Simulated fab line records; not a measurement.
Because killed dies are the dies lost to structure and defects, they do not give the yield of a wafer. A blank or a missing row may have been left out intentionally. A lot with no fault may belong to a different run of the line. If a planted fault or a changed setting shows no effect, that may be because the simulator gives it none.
Which tool is to blame?	flow berkeley cmos170	21 wafers from 7 lots sampled at 4 of the route's 331 steps

## WHAT THE GAUGES SHOWED, per wafer
UCB170_V2_THK_MEAS_04.
lot	measured	on	V2_POLISHED_THK (nm)
L436	day 8 09:46	film metro-03	1000.5 998.6 1000.0
L438	day 8 12:14	film metro-04	998.1 1000.4 999.8
L440	day 9 08:55	film metro-01	1000.1 1000.6 998.7
L441	day 9 18:36	film metro-01	999.5 998.4 1000.7
L457	day 12 06:05	film metro-04	1000.8 999.9 1000.1
L455	day 12 06:07	film metro-03	998.0 1000.6 999.1

## TOOL THAT RAN EACH LOT (tool first, then ch and the chambers of the sampled wafers, then the start)
lot	UCB170_CONTACT_ETCH_18	UCB170_M2_SOFTBAKE_11	UCB170_M2_EXPOSE_12
L436	rie diel-04 ch 1,2,3, day 8 07:49 or earlier	litho track-03 ch 0, day 8 07:49 or earlier	krf scanner-02 ch 0, day 8 07:49
L438	rie diel-02 ch 0,1,2, day 8 10:14 or earlier	litho track-03 ch 0, day 8 10:14 or earlier	krf scanner-02 ch 0, day 8 10:14
L440	rie diel-02 ch 0,2, day 9 07:18 or earlier	litho track-02 ch 0, day 9 07:18 or earlier	krf scanner-02 ch 0, day 9 07:18
L441	rie diel-02 ch 0,1,3, day 9 16:40 or earlier	litho track-02 ch 0, day 9 16:40 or earlier	krf scanner-01 ch 0, day 9 16:40
L450	rie diel-01 ch 0,1,3, day 11 02:21 or earlier	litho track-03 ch 0, day 11 02:21 or earlier	krf scanner-01, day 11 02:21
L457	rie diel-02 ch 0,1, day 12 03:44 or earlier	litho track-03 ch 0, day 12 03:44 or earlier	krf scanner-02 ch 0, day 12 03:44
L455	rie diel-02 ch 0,2,3, day 12 04:07 or earlier	litho track-02 ch 0, day 12 04:07 or earlier	krf scanner-02 ch 0, day 12 04:07
- UCB170_CONTACT_ETCH_18: etches PSG in CHF3/CF4/Ar, stops on TiSi2, target depth 840 nm, time 195 s.
- UCB170_M2_SOFTBAKE_11: time 61.11 s.
- UCB170_M2_EXPOSE_12: exposes mask METAL2, target cd 700 nm.

## THE ANSWER, worked out from the rows above alone
Rule: what is usual is taken from the lots themselves. Put in order of their means at a reading, lots are off if they are a third of the lots or fewer, leave a main group of 4 or more, and stand apart from it by a gap of 3 or more times the standard deviation of the main group's means; of several such gaps the widest counts. A main group whose means are all the same, to the digits that the tables above print for the reading, isn't used. Also off: a lot with no number at a reading for which 4 or more lots have one. The other lots that the step has rows for count as sound.
None of the lots is off at any reading shown; this tells nothing.

## WHAT WAS PUT IN BY THE SIMULATOR
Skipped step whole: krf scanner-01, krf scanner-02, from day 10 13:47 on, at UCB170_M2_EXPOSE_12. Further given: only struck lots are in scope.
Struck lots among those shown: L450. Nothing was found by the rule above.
